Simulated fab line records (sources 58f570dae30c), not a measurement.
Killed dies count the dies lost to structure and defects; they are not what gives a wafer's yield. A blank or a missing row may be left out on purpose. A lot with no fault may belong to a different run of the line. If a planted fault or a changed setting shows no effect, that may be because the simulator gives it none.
fab line records -- flow berkeley-cmos170
record: lots: 6, wafers: 18, last-day: 12
route steps=331 shown M1@244 V1@254
lots that met no fault: from a run of the same line without faults
start-h: hours from the record's opening day to when the first of the lot's shown wafers began -- wait-h: hours since the lot's step before -- " identical to the entry in the row above -- L1.1+2: a row that stands for several wafers -- - no value, or no start given -- * or withheld: withheld -- < > ~ a bound
route shown NAME@n: a module of which the file shows steps, and the number in the route of the first -- usual: mean and standard deviation over wafers with no fault -- same: alike in all rows -- chamber/n: place in a boat -- sites: readings site by site -- _std_site: the values' standard deviation -- _edge_site: mean of outer sites minus mean of inner sites -- radius-mm: for every site, how far away it sits from the centre of the wafer -- mask NAME#n: copy n -- behind: the last tool/chamber to shape the wafer -- hold: why the lot went on hold/how many hours it stayed there/how the hold came to an end -- device: transistor that didn't switch, given as n, p or np -- end of line: at the end of the route, the tests of the same wafers -- for a step that has no rows: nothing shown but its recipe -- killed: count of dies lost to structure and defects at first sort (not the wafer's yield) -- map: the dies of a wafer, with x for killed, . for not killed, _ for no die there
set.NAME: setting as actually run; set.NAME@STEP: the setting as run at that earlier step -- model.NAME: the simulator's own value behind a step, which no gauge read
lots seen at some steps along the route; tables by step, rows by wafer
services: from which hour (start-h, from the record's first day; less than 0 if before it) a tool's chamber was out of use, for how many hours, and why
== steps ==
step: UCB170_M1_EXPOSE_06
recipe: mask-id: METAL1, target-cd-nm: 700, na: 0.5, sigma-outer: 0.6, source-shape: conventional, dose-mj: 21
step: UCB170_M1_PEB_07
recipe: peb-temp-c: 130, peb-time-s: withheld, resist: KrF
step: UCB170_M1_DEVELOP_08
recipe: developer: TMAH, develop-time-s: 45, resist: KrF, dev-temp-c: 21
step: UCB170_M1_CD_MEAS_09
recipe: target-cd-nm: 700
usual: cd-nm: 699.9/1.4
lot.wafer,tool,chamber,start-h,wait-h,cd-nm
L114.3,cd-sem-02,-,151.51,-,700.5
L114.5,cd-sem-02,-,151.51,-,701.6
L114.6,cd-sem-02,-,151.51,-,701.6
L115.1,cd-sem-02,-,163.16,-,698.6
L115.2,cd-sem-02,-,163.16,-,699.7
L115.3,cd-sem-02,-,163.16,-,698.4
L123.2,cd-sem-01,-,196.27,-,699.1
L123.5,cd-sem-01,-,196.27,-,697.7
L123.6,cd-sem-01,-,196.27,-,697.9
L125.2,cd-sem-02,-,210.59,-,702.5
L125.3,cd-sem-02,-,210.59,-,703.0
L125.4,cd-sem-02,-,210.59,-,703.0
L128.3,cd-sem-01,-,225.71,-,697.8
L128.4,cd-sem-01,-,225.71,-,699.3
L128.5,cd-sem-01,-,225.71,-,698.9
L134.4,cd-sem-01,-,261.98,-,698.9
L134.5,cd-sem-01,-,261.98,-,699.0
L134.6,cd-sem-01,-,261.98,-,699.8
step: UCB170_M1_OVL_MEAS_10
usual: M1_OVL: -4/5.2
lot.wafer,tool,chamber,start-h,wait-h,M1_OVL[nm]
L114.3,overlay-02,-,151.60,0.1,0
L114.5,overlay-02,-,151.60,0.1,-3
L114.6,overlay-02,-,151.60,0.1,-5
L115.1,overlay-02,-,163.28,0.1,-1
L115.2,overlay-02,-,163.28,0.1,-4
L115.3,overlay-02,-,163.28,0.1,-3
L123.2,overlay-01,-,196.37,0.1,-4
L123.5,overlay-01,-,196.37,0.1,-5
L123.6,overlay-01,-,196.37,0.1,-1
L125.2,overlay-01,-,210.70,0.1,-4
L125.3,overlay-01,-,210.70,0.1,-5
L125.4,overlay-01,-,210.70,0.1,-5
L128.3,overlay-01,-,225.81,0.1,-2
L128.4,overlay-01,-,225.81,0.1,-2
L128.5,overlay-01,-,225.81,0.1,-6
L134.4,overlay-01,-,262.06,0.1,-6
L134.5,overlay-01,-,262.06,0.1,-3
L134.6,overlay-01,-,262.06,0.1,-6
step: UCB170_M1_ETCH_11
recipe: chemistry: N2/H2, target-depth-a: withheld, overetch-a: withheld, target: BARC, time-s: withheld, source-w: 500, bias-w: 100, pressure-mtorr: 30, n2-flow-sccm: 100, h2-flow-sccm: 200
usual: drypump-motor-current-A: 5.7/0.55, oes-product-au: 1.003/0.016, throttle-valve-pct: 13.19/0.14
lot.wafer,tool,chamber,start-h,wait-h,drypump-motor-current-A,oes-product-au,throttle-valve-pct
L114.3,rie-diel-04,3,151.63,0.0,6.0,1.007,13.32
L114.5,rie-diel-04,2,151.63,0.0,5.1,1.013,13.19
L114.6,rie-diel-04,1,151.63,0.0,5.6,1.021,13.20
L115.1,rie-diel-04,1,163.32,0.0,5.6,1.027,13.22
L115.2,rie-diel-04,3,163.32,0.0,6.0,1.007,13.31
L115.3,rie-diel-04,2,163.32,0.0,5.1,1.016,13.20
L123.2,rie-diel-01,1,196.40,0.0,6.5,0.987,12.84
L123.5,rie-diel-01,2,196.40,0.0,5.3,1.019,13.25
L123.6,rie-diel-01,1,196.40,0.0,6.5,0.980,12.84
L125.2,rie-diel-02,0,210.73,0.0,5.2,0.992,13.06
L125.3,rie-diel-02,1,210.73,0.0,5.1,0.991,13.38
L125.4,rie-diel-02,1,210.73,0.0,5.1,1.000,13.37
L128.3,rie-diel-01,0,225.83,0.0,6.6,0.994,13.14
L128.4,rie-diel-01,2,225.83,0.0,5.3,1.009,13.29
L128.5,rie-diel-01,2,225.83,0.0,5.3,1.016,13.28
L134.4,rie-diel-01,1,262.10,0.0,6.5,0.988,12.84
L134.5,rie-diel-01,0,262.10,0.0,6.5,0.981,13.14
L134.6,rie-diel-01,3,262.10,0.0,5.6,0.975,13.03
step: UCB170_M1_METAL_ETCH_12
recipe: chemistry: Cl2/BCl3, target: Al, stop-on: PSG, pressure-mtorr: 12, target-depth-a: 7800, over-etch-frac: 0.3, time-s: 130, icp-w: 600, bias-w: 120, Cl2_flow_sccm: 90, bcl3-flow-sccm: 45
usual: drypump-motor-current-A: 5.6/0.38, oes-product-au: 0.860/0.012, throttle-valve-pct: 24.43/0.17
lot.wafer,tool,chamber,start-h,wait-h,drypump-motor-current-A,oes-product-au,rf-hours-counter-h,throttle-valve-pct
L114.3,rie-metal-01,1,151.71,-,6.3,0.870,-,24.67
L114.5,rie-metal-01,0,151.71,-,5.3,0.845,-,24.36
L114.6,rie-metal-01,1,151.71,-,6.2,0.879,-,24.66
L115.1,rie-metal-01,0,163.36,-,5.4,0.849,6,24.39
L115.2,rie-metal-01,1,163.36,-,6.2,0.873,9,24.66
L115.3,rie-metal-01,1,163.36,-,6.2,0.866,-,24.66
L123.2,rie-metal-03,0,196.45,-,5.5,0.862,11,24.21
L123.5,rie-metal-03,1,196.45,-,5.2,0.873,-,24.52
L123.6,rie-metal-03,0,196.45,-,5.5,0.848,-,24.20
L125.2,rie-metal-04,0,210.77,-,5.6,0.858,11,24.53
L125.3,rie-metal-04,0,210.77,-,5.6,0.847,-,24.55
L125.4,rie-metal-04,1,210.77,-,6.0,0.856,-,24.31
L128.3,rie-metal-04,1,225.92,-,5.9,0.861,-,24.31
L128.4,rie-metal-04,0,225.92,-,5.6,0.864,-,24.54
L128.5,rie-metal-04,0,225.92,-,5.6,0.860,-,24.53
L134.4,rie-metal-01,0,262.16,-,5.4,0.849,-,24.38
L134.5,rie-metal-01,1,262.16,-,6.3,0.875,-,24.67
L134.6,rie-metal-01,0,262.16,-,5.4,0.848,-,24.39
step: UCB170_M1_STRIP_13
recipe: chemistry: O2, power-w: 400, pressure-mtorr: 3500, platen-temp-c: withheld, o2-flow-sccm: 400, overash-fraction: 0.5
usual: drypump-motor-current-A: 5.4/0.48, oes-product-au: 0.720/0.0045
lot.wafer,tool,chamber,start-h,wait-h,drypump-motor-current-A,oes-product-au,rf-hours-counter-h
L114.3,plasma-asher-01,0,151.84,0.1,5.0,0.715,-
L114.5,plasma-asher-01,0,151.84,0.1,5.0,0.721,-
L114.6,plasma-asher-01,1,151.84,0.1,5.7,0.720,-
L115.1,plasma-asher-02,0,163.49,0.1,4.8,0.713,44
L115.2,plasma-asher-02,1,163.49,0.1,6.0,0.717,44
L115.3,plasma-asher-02,0,163.49,0.1,4.8,0.715,-
L123.2,plasma-asher-02,1,196.58,0.1,6.0,0.712,48
L123.5,plasma-asher-02,0,196.58,0.1,4.8,0.723,-
L123.6,plasma-asher-02,1,196.58,0.1,6.0,0.724,-
L125.2,plasma-asher-02,1,210.91,0.1,6.0,0.717,50
L125.3,plasma-asher-02,0,210.91,0.1,4.8,0.722,-
L125.4,plasma-asher-02,1,210.91,0.1,6.0,0.727,-
L128.3,plasma-asher-01,0,226.04,0.1,5.0,0.723,-
L128.4,plasma-asher-01,1,226.04,0.1,5.7,0.721,-
L128.5,plasma-asher-01,1,226.04,0.1,5.7,0.719,-
L134.4,plasma-asher-01,0,262.28,0.1,5.0,0.730,-
L134.5,plasma-asher-01,1,262.28,0.1,5.7,0.722,-
L134.6,plasma-asher-01,0,262.28,0.1,5.0,0.719,-
step: UCB170_M1_CD_MEAS_90
recipe: target-cd-nm: 700
usual: cd-nm: 699/3.2
lot.wafer,tool,chamber,start-h,wait-h,cd-nm
L114.3,cd-sem-02,-,151.94,0.1,705
L114.5,cd-sem-02,-,151.94,0.1,697
L114.6,cd-sem-02,-,151.94,0.1,706
L115.1,cd-sem-01,-,163.59,0.1,697
L115.2,cd-sem-01,-,163.59,0.1,703
L115.3,cd-sem-01,-,163.59,0.1,700
L123.2,cd-sem-01,-,196.70,0.1,699
L123.5,cd-sem-01,-,196.70,0.1,700
L123.6,cd-sem-01,-,196.70,0.1,697
L125.2,cd-sem-01,-,211.03,0.1,699
L125.3,cd-sem-01,-,211.03,0.1,702
L125.4,cd-sem-01,-,211.03,0.1,698
L128.3,cd-sem-01,-,226.15,0.1,695
L128.4,cd-sem-01,-,226.15,0.1,698
L128.5,cd-sem-01,-,226.15,0.1,698
L134.4,cd-sem-02,-,262.41,0.1,696
L134.5,cd-sem-02,-,262.41,0.1,703
L134.6,cd-sem-02,-,262.41,0.1,696
step: UCB170_M1_ANNEAL_14
recipe: temp-c: 400, time-s: 1200, ambient: forming-gas
step: UCB170_V1_CVD_00
recipe: material: SiO2, target-thk-nm: 2000, temp-c: 390, precursor: TEOS/O2, time-s: 250, rf-w: 550, pressure-mtorr: 9000
usual: heater-power-w: 258/54, susceptor-temp-C: 390.02/0.23
lot.wafer,tool,chamber,start-h,wait-h,heater-power-w,susceptor-temp-C
L114.3,pecvd-03,0,157.97,0.0,285,390.59
L114.5,pecvd-03,2,157.97,0.0,180,390.07
L114.6,pecvd-03,0,157.97,0.0,216,390.02
L115.1,pecvd-04,0,166.64,0.0,209,389.82
L115.2,pecvd-04,1,166.64,0.0,266,390.13
L115.3,pecvd-04,2,166.64,0.0,318,390.35
L123.2,pecvd-04,0,198.92,0.0,202,389.71
L123.5,pecvd-04,1,198.92,0.0,290,390.02
L123.6,pecvd-04,2,198.92,0.0,341,389.99
L125.2,pecvd-01,2,212.73,0.0,348,389.95
L125.3,pecvd-01,0,212.73,0.0,316,390.42
L125.4,pecvd-01,2,212.73,0.0,269,389.86
L128.3,pecvd-03,1,229.25,0.0,297,390.05
L128.4,pecvd-03,2,229.25,0.0,264,390.03
L128.5,pecvd-03,0,229.25,0.0,213,390.12
L134.4,pecvd-01,1,266.36,0.1,203,389.51
L134.5,pecvd-01,2,266.36,0.1,367,389.93
L134.6,pecvd-01,0,266.36,0.1,354,390.09
step: UCB170_V1_THK_MEAS_01
recipe: reads: SiO2_of_V1_CVD_00
usual: V1_TEOS_THK: 2001/30
lot.wafer,tool,chamber,start-h,wait-h,V1_TEOS_THK[nm]
L114.3,film-metro-03,-,158.15,0.1,2001
L114.5,film-metro-03,-,158.15,0.1,2010
L114.6,film-metro-03,-,158.15,0.1,2059
L115.1,film-metro-02,-,166.80,0.1,1940
L115.2,film-metro-02,-,166.80,0.1,1959
L115.3,film-metro-02,-,166.80,0.1,2024
L123.2,film-metro-02,-,199.09,0.1,1923
L123.5,film-metro-02,-,199.09,0.1,1978
L123.6,film-metro-02,-,199.09,0.1,2001
L125.2,film-metro-03,-,212.90,0.1,1969
L125.3,film-metro-03,-,212.90,0.1,2013
L125.4,film-metro-03,-,212.90,0.1,2013
L128.3,film-metro-02,-,229.43,0.1,1969
L128.4,film-metro-02,-,229.43,0.1,2004
L128.5,film-metro-02,-,229.43,0.1,2041
L134.4,film-metro-02,-,266.47,0.0,2013
L134.5,film-metro-02,-,266.47,0.0,1971
L134.6,film-metro-02,-,266.47,0.0,1992
step: UCB170_V1_CMP_02
recipe: material: SiO2, down-force-psi: 6, platen-rpm: 60, pad-velocity-m-s: 0.75398
usual: motor-current-A: 16.5/1.8
lot.wafer,tool,chamber,start-h,wait-h,motor-current-A,model.SiO2_of_V1_CVD_00.thk-nm
L114.3,cmp-01,3,158.29,0.1,15.9,1000
L114.5,cmp-01,1,158.29,0.1,17.8,998.7
L114.6,cmp-01,2,158.29,0.1,13.3,1000
L115.2,cmp-02,0,166.86,0.0,19.5,997.5
L115.1,cmp-02,2,166.86,0.0,15.0,1001
L115.3,cmp-02,3,166.86,0.0,18.4,1002
L123.2,cmp-02,1,199.19,0.1,14.8,997.4
L123.5,cmp-02,0,199.19,0.1,18.8,1339
L123.6,cmp-02,1,199.19,0.1,14.6,998.7
L125.3,cmp-02,0,212.95,0.0,19.3,1351
L125.2,cmp-02,1,212.95,0.0,14.5,997.6
L125.4,cmp-02,3,212.95,0.0,17.5,1002
L128.3,cmp-01,1,229.52,0.1,17.8,1000
L128.4,cmp-01,3,229.52,0.1,16.0,1001
L128.5,cmp-01,0,229.52,0.1,17.0,1001
L134.4,cmp-01,3,266.55,0.1,16.0,997.7
L134.6,cmp-01,2,266.55,0.1,13.6,997.8
L134.5,cmp-01,3,266.55,0.1,17.0,999.3
step: UCB170_V1_BOW_MEAS_03
recipe: mode: bow
usual: V1_BOW: 17/6.6
lot.wafer,tool,chamber,start-h,wait-h,hold,V1_BOW[um]
L114.3,film-metro-02,-,158.53,0.2,-,17
L114.5,film-metro-02,-,158.53,0.2,-,11
L114.6,film-metro-02,-,158.53,0.2,-,1
L115.1,film-metro-01,-,167.16,0.1,-,11
L115.2,film-metro-01,-,167.16,0.1,-,17
L115.3,film-metro-01,-,167.16,0.1,-,11
L123.2,film-metro-02,-,199.46,0.2,await-dispo/0.2h/release,26
L123.5,film-metro-02,-,199.46,0.2,await-dispo/0.2h/release,25
L123.6,film-metro-02,-,199.46,0.2,await-dispo/0.2h/release,28
L123.2,film-metro-02,-,199.75,0.3,-,-
L123.5,film-metro-02,-,199.75,0.3,-,-
L123.6,film-metro-02,-,199.75,0.3,-,-
L125.2,film-metro-02,-,213.27,0.2,await-dispo/0.2h/release,22
L125.3,film-metro-02,-,213.27,0.2,await-dispo/0.2h/release,25
L125.4,film-metro-02,-,213.27,0.2,await-dispo/0.2h/release,13
L125.2,film-metro-02,-,213.55,0.3,-,-
L125.3,film-metro-02,-,213.55,0.3,-,-
L125.4,film-metro-02,-,213.55,0.3,-,-
L128.3,film-metro-01,-,229.81,0.2,-,10
L128.4,film-metro-01,-,229.81,0.2,-,2
L128.5,film-metro-01,-,229.81,0.2,-,9
L134.4,film-metro-02,-,266.86,0.3,-,24
L134.5,film-metro-02,-,266.86,0.3,-,22
L134.6,film-metro-02,-,266.86,0.3,-,26
step: UCB170_V1_THK_MEAS_04
recipe: reads: SiO2_of_V1_CVD_00
usual: V1_POLISHED_THK: 999.4/1.6
lot.wafer,tool,chamber,start-h,wait-h,hold,V1_POLISHED_THK[nm]
L114.3,film-metro-02,-,158.63,0.1,-,999.7
L114.5,film-metro-02,-,158.63,0.1,-,999.1
L114.6,film-metro-02,-,158.63,0.1,-,999.6
L115.1,film-metro-01,-,167.28,0.1,-,1001.1
L115.2,film-metro-01,-,167.28,0.1,-,998.0
L115.3,film-metro-01,-,167.28,0.1,-,1000.5
L123.2,film-metro-02,-,202.29,2.5,await-dispo/0.2h/release,997.2
L123.5,film-metro-02,-,202.29,2.5,await-dispo/0.2h/release,1338.6
L123.6,film-metro-02,-,202.29,2.5,await-dispo/0.2h/release,998.1
L123.2,film-metro-02,-,202.56,0.3,-,997.5
L123.5,film-metro-02,-,202.56,0.3,-,1339.2
L123.6,film-metro-02,-,202.56,0.3,-,998.1
L125.2,film-metro-02,-,215.09,1.5,await-dispo/0.2h/release,997.3
L125.3,film-metro-02,-,215.09,1.5,await-dispo/0.2h/release,1350.0
L125.4,film-metro-02,-,215.09,1.5,await-dispo/0.2h/release,1002.1
L125.2,film-metro-02,-,215.31,0.2,-,996.9
L125.3,film-metro-02,-,215.31,0.2,-,1350.7
L125.4,film-metro-02,-,215.31,0.2,-,1001.5
L128.3,film-metro-01,-,229.91,0.1,-,999.9
L128.4,film-metro-01,-,229.91,0.1,-,1001.1
L128.5,film-metro-01,-,229.91,0.1,-,1002.1
L134.4,film-metro-02,-,266.95,0.1,-,998.6
L134.5,film-metro-02,-,266.95,0.1,-,1000.0
L134.6,film-metro-02,-,266.95,0.1,-,997.6
step: UCB170_V1_HMDS_06
recipe: prime-time-s: 60, prime-temp-c: 100
step: UCB170_V1_COAT_07
recipe: resist: KrF, spin-rpm: 1500, resist-thk-nm: 900
step: UCB170_V1_SOFTBAKE_08
recipe: resist: KrF, temp-c: 130, time-s: 60
step: UCB170_V1_EXPOSE_09
recipe: mask-id: VIA1, target-cd-nm: 700, na: 0.5, sigma-outer: 0.6, source-shape: conventional, dose-mj: 37
step: UCB170_V1_PEB_10
recipe: peb-temp-c: 130, peb-time-s: withheld, resist: KrF
step: UCB170_V1_DEVELOP_11
recipe: developer: TMAH, develop-time-s: 45, resist: KrF, dev-temp-c: 21
step: UCB170_V1_CD_MEAS_12
recipe: target-cd-nm: 700
usual: cd-nm: 700.0/0.92
lot.wafer,tool,chamber,start-h,wait-h,cd-nm
L114.3,cd-sem-01,-,160.41,-,700.1
L114.5,cd-sem-01,-,160.41,-,700.6
L114.6,cd-sem-01,-,160.41,-,699.5
L115.1,cd-sem-01,-,172.52,-,701.1
L115.2,cd-sem-01,-,172.52,-,700.7
L115.3,cd-sem-01,-,172.52,-,701.5
L123.2,cd-sem-01,-,205.97,-,701.2
L123.5,cd-sem-01,-,205.97,-,699.7
L123.6,cd-sem-01,-,205.97,-,700.1
L125.2,cd-sem-01,-,221.66,-,700.3
L125.3,cd-sem-01,-,221.66,-,701.2
L125.4,cd-sem-01,-,221.66,-,701.2
L128.3,cd-sem-02,-,231.69,-,700.9
L128.4,cd-sem-02,-,231.69,-,699.8
L128.5,cd-sem-02,-,231.69,-,701.4
L134.4,cd-sem-02,-,269.98,-,699.6
L134.5,cd-sem-02,-,269.98,-,698.6
L134.6,cd-sem-02,-,269.98,-,698.0
step: UCB170_V1_OVL_MEAS_13
usual: V1_OVL: -1/5.9
lot.wafer,tool,chamber,start-h,wait-h,V1_OVL[nm]
L114.3,overlay-02,-,160.50,0.1,6
L114.5,overlay-02,-,160.50,0.1,1
L114.6,overlay-02,-,160.50,0.1,-1
L115.1,overlay-02,-,172.64,0.1,-3
L115.2,overlay-02,-,172.64,0.1,-3
L115.3,overlay-02,-,172.64,0.1,-4
L123.2,overlay-02,-,206.08,0.1,13
L123.5,overlay-02,-,206.08,0.1,11
L123.6,overlay-02,-,206.08,0.1,9
L125.2,overlay-01,-,221.76,0.1,2
L125.3,overlay-01,-,221.76,0.1,2
L125.4,overlay-01,-,221.76,0.1,5
L128.3,overlay-02,-,231.78,0.1,-7
L128.4,overlay-02,-,231.78,0.1,-8
L128.5,overlay-02,-,231.78,0.1,-12
L134.4,overlay-01,-,270.06,0.1,-2
L134.5,overlay-01,-,270.06,0.1,0
L134.6,overlay-01,-,270.06,0.1,-2
step: UCB170_V1_ETCH_14
recipe: chemistry: CHF3/CF4/Ar, target: SiO2, stop-on: Al, CHF3_flow_sccm: 45, cf4-flow-sccm: 15, Ar_flow_sccm: 150, pressure-mtorr: 200, rf-w: 700, target-depth-a: 12500, over-etch-frac: 0.25, time-s: 291
usual: drypump-motor-current-A: 5.7/0.45, oes-product-au: 0.876/0.014, throttle-valve-pct: 6.94/0.11
lot.wafer,tool,chamber,start-h,wait-h,drypump-motor-current-A,oes-product-au,rf-hours-counter-h,throttle-valve-pct,model.etch.depth-nm,model.V1.feature-depth-nm
L114.3,rie-diel-04,3,160.52,0.0,6.0,0.891,33,6.99,1000,1000
L114.5,rie-diel-04,1,160.52,0.0,5.6,0.864,-,6.96,998.7,999
L114.6,rie-diel-04,2,160.52,0.0,5.1,0.891,-,6.97,1000,1000
L115.1,rie-diel-03,0,172.68,0.0,5.7,0.869,139,7.18,1001,1001
L115.2,rie-diel-03,3,172.68,0.0,5.3,0.865,150,6.96,997.5,997.7
L115.3,rie-diel-03,1,172.68,0.0,6.3,0.884,50,6.97,1002,1002
L123.2,rie-diel-03,1,206.11,0.0,6.4,0.886,52,6.98,997.4,998.1
L123.5,rie-diel-03,1,206.11,0.0,6.4,1.029,-,6.99,1285,1285
L123.6,rie-diel-03,0,206.11,0.0,5.6,0.857,-,7.17,998.7,998.7
L125.2,rie-diel-01,3,221.79,0.0,5.6,0.842,106,6.78,997.6,997.6
L125.3,rie-diel-01,2,221.79,0.0,5.3,0.997,137,7.03,1266,1266
L125.4,rie-diel-01,2,221.79,0.0,5.3,0.878,-,7.03,1002,1002
L128.3,rie-diel-03,3,231.80,0.0,5.3,0.875,0,6.97,1000,1001
L128.4,rie-diel-03,3,231.80,0.0,5.3,0.876,-,6.94,1001,1002
L128.5,rie-diel-03,1,231.80,0.0,6.3,0.887,-,6.98,1001,1002
L134.4,rie-diel-01,1,270.08,0.0,6.5,0.882,8,6.68,997.7,997.7
L134.5,rie-diel-01,2,270.08,0.0,5.3,0.871,-,7.03,999.3,999.5
L134.6,rie-diel-01,3,270.08,0.0,5.6,0.849,-,6.78,997.8,997.8
step: UCB170_V1_STRIP_15
recipe: chemistry: O2, power-w: 400, pressure-mtorr: 3500, platen-temp-c: withheld, o2-flow-sccm: 400, overash-fraction: 0.5
usual: drypump-motor-current-A: 5.5/0.52, oes-product-au: 0.722/0.005, strip-time-to-endpoint-s: 15.31/0.11
lot.wafer,tool,chamber,start-h,wait-h,drypump-motor-current-A,oes-product-au,rf-hours-counter-h,strip-time-to-endpoint-s
L114.3,plasma-asher-01,1,160.74,0.1,5.7,0.714,-,15.29
L114.5,plasma-asher-01,0,160.74,0.1,5.0,0.717,-,15.12
L114.6,plasma-asher-01,1,160.74,0.1,5.7,0.727,-,15.36
L115.1,plasma-asher-01,1,172.85,0.1,5.7,0.723,2,15.38
L115.2,plasma-asher-01,0,172.85,0.1,5.0,0.715,2,15.44
L115.3,plasma-asher-01,0,172.85,0.1,5.0,0.718,-,15.25
L123.2,plasma-asher-02,0,206.28,0.1,4.8,0.716,49,15.18
L123.5,plasma-asher-02,0,206.28,0.1,4.8,0.717,-,15.06
L123.6,plasma-asher-02,1,206.28,0.1,6.0,0.718,-,15.26
L125.2,plasma-asher-02,1,221.97,0.1,6.0,0.733,51,15.47
L125.3,plasma-asher-02,0,221.97,0.1,4.8,0.726,-,15.20
L125.4,plasma-asher-02,1,221.97,0.1,6.0,0.716,-,15.24
L128.3,plasma-asher-01,0,232.01,0.1,5.0,0.715,-,15.44
L128.4,plasma-asher-01,1,232.01,0.1,5.6,0.721,-,15.40
L128.5,plasma-asher-01,1,232.01,0.1,5.6,0.725,-,15.23
L134.4,plasma-asher-03,1,270.29,0.1,6.4,0.721,-,15.26
L134.5,plasma-asher-03,1,270.29,0.1,6.4,0.726,-,15.33
L134.6,plasma-asher-03,0,270.29,0.1,6.0,0.732,-,15.31
== services ==
tool,chamber,start-h,hours,kind
plasma-asher-01,-,127.63,1.2,repair
cmp-01,-,128.10,1.5,repair
pecvd-03,-,129.20,0.2,repair
cmp-01,-,131.85,4.5,pm
plasma-asher-01,-,133.06,0.8,repair
pecvd-04,-,135.50,14.0,pm
rie-diel-04,3,142.27,6.8,repair
rie-diel-04,0,151.21,7.3,repair
rie-diel-03,3,151.24,7.8,repair
pecvd-04,-,153.49,0.4,repair
rie-diel-03,0,163.48,1.8,repair
rie-metal-04,1,168.87,6.3,repair
rie-metal-04,-,178.20,14.6,pm
cmp-01,-,182.34,1.3,repair
rie-diel-04,2,186.95,4.3,repair
cmp-02,-,188.39,1.5,repair
rie-diel-03,3,190.55,10.0,repair
rie-diel-04,0,202.69,10.8,repair
rie-diel-01,1,214.85,5.7,repair
rie-metal-01,1,218.63,5.9,repair
rie-diel-04,-,220.34,0.7,repair
cmp-02,-,232.00,4.0,pm
plasma-asher-02,-,257.22,3.6,repair
rie-diel-04,-,262.88,2.8,pm
== key ==
first-sign: step: UCB170_V1_BOW_MEAS_03, reading: visit, direction: added
effect: step: UCB170_V1_THK_MEAS_04, reading: visit, direction: added
effect: step: UCB170_V1_THK_MEAS_04, reading: V1_POLISHED_THK, direction: up, sigmas: 99+, usual: 999.4, struck: 1344.3
effect: step: UCB170_V1_ETCH_14, reading: oes-product-au, direction: up, sigmas: 9.9, usual: 0.876, struck: 1.013
model-effect: step: UCB170_V1_CMP_02, value: SiO2_of_V1_CVD_00.thk-nm, without: 996.9, struck: 1345
model-effect: step: UCB170_V1_ETCH_14, value: etch.depth-nm, without: 996.9, struck: 1276
met-at UCB170_V1_CMP_02
struck-wafers L123.5,L125.3
later-rows-left-out L123.5,L125.3
sort-left-out L123.5,L125.3
onset-between 166.86 199.19
fault: kind: process-parameter-drift, tool: cmp-02, chamber: 0, onset-h: 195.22, steps: UCB170_V1_CMP_02, channel: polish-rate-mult, offset: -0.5, shape: step, end-h: 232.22
sort-left-out: the simulated sort isn't trusted on such a fault, so these wafers' sort isn't shown, and their yield isn't known
later-rows-left-out: the simulator's readings of these wafers behind a module that went badly wrong aren't trusted and aren't shown, but for the sort
